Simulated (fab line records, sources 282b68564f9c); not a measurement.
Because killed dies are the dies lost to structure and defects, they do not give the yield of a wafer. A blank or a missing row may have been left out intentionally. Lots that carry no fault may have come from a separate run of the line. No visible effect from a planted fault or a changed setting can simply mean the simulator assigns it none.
Problem report, 8D (eight disciplines) form, completed by code / flow ritCmos / the parts of the form that need people (team, actions taken, sign-off) are left out

## 1. THE ISSUE
At RIT_GATE_SOFTBAKE_12, heaterPowerTotalW averages 34.19 W over 6 wafers from 2 lots, while fault-free wafers read 34.55 W, standard deviation 0.046. Measured from the usual mean, that is -7.9 standard deviations.
The step: time 60 s.
The first sign was on wafer L734.2 at day 6 15:42, on lithoTrack-02. Wafers with a number at this step in the record: 42, from 14 lots. Rule for "out", or "out of limits": more than 4 standard deviations from the usual mean. Any other wafer with a number is counted as sound.

## 2. WHAT IT IS; WHAT IT IS NOT
question=which readings at this step | is=heaterPowerTotalW, plateTempC | is not=-
question=which lots | is=L734, L735 | is not=L717, L718, L719, L720, L721, L722, L724, L725, L727, L729, L736, L738
question=which wafers of those lots | is=all that have a number | is not=-
question=read on which tools | is=lithoTrack-02 | is not=lithoTrack-03, lithoTrack-04
question=when | is=from day 6 15:42 | is not=up to then (30 sound wafers); but 6 sound wafers of L736, L738 came after

## 3. SUSPECTS, AND WHAT RULES EACH OUT
Counting: a tool stays on the suspect list if, at a process step up to the reading, it processed all lots that are out and no sound lot following the first of them.
- lithoTrack-02 at RIT_GATE_SOFTBAKE_12 (time 60 s): kept. Every lot that is out went through it, starting with L734 (day 6 15:42), and after that it ran no sound lot; the last sound lot it ran before then is L724 (day 4 06:26). Its own readings are out on those wafers: heaterPowerTotalW, plateTempC.
The count leaves lithoTrack-02 at RIT_GATE_SOFTBAKE_12.

## 4. THE CAUSE (what the simulator had put in)
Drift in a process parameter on lithoTrack-02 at RIT_GATE_SOFTBAKE_12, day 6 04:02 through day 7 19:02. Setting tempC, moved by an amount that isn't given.
Only this tool survived the counting.

## 5. SEQUENCE OF EFFECTS, ordered by route
Each row: a reading where the mean over the struck wafers with a number is more than 3 standard deviations away from the usual. Only readings for which the record gives a usual standard deviation are gone through. hours: the time from each lot's start at the first step in this table that gives one to its start at this step, as a median over the lots. sigmas: the change in usual standard deviations.
hours=0; step=RIT_GATE_SOFTBAKE_12; reading=heaterPowerTotalW; usual=34.55 W; on struck wafers=34.19; change=-0.36; sigmas=-7.9
hours=0; step=RIT_GATE_SOFTBAKE_12; reading=plateTempC; usual=89.99 C; on struck wafers=89.21; change=-0.78; sigmas=-6.5
It contains these process steps:
- RIT_GATE_SOFTBAKE_12: time 60 s.
Later measuring or inspecting steps at which every struck wafer that the step has a row for has a number for every such reading, and none has moved that far: RIT_SDANNEAL_RS_MEAS_05.

## 6. HOW IT WOULD HAVE BEEN CAUGHT EARLIER
The fault began at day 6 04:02; the first out-of-limits reading in this record came at day 6 15:42, 12 hours later.
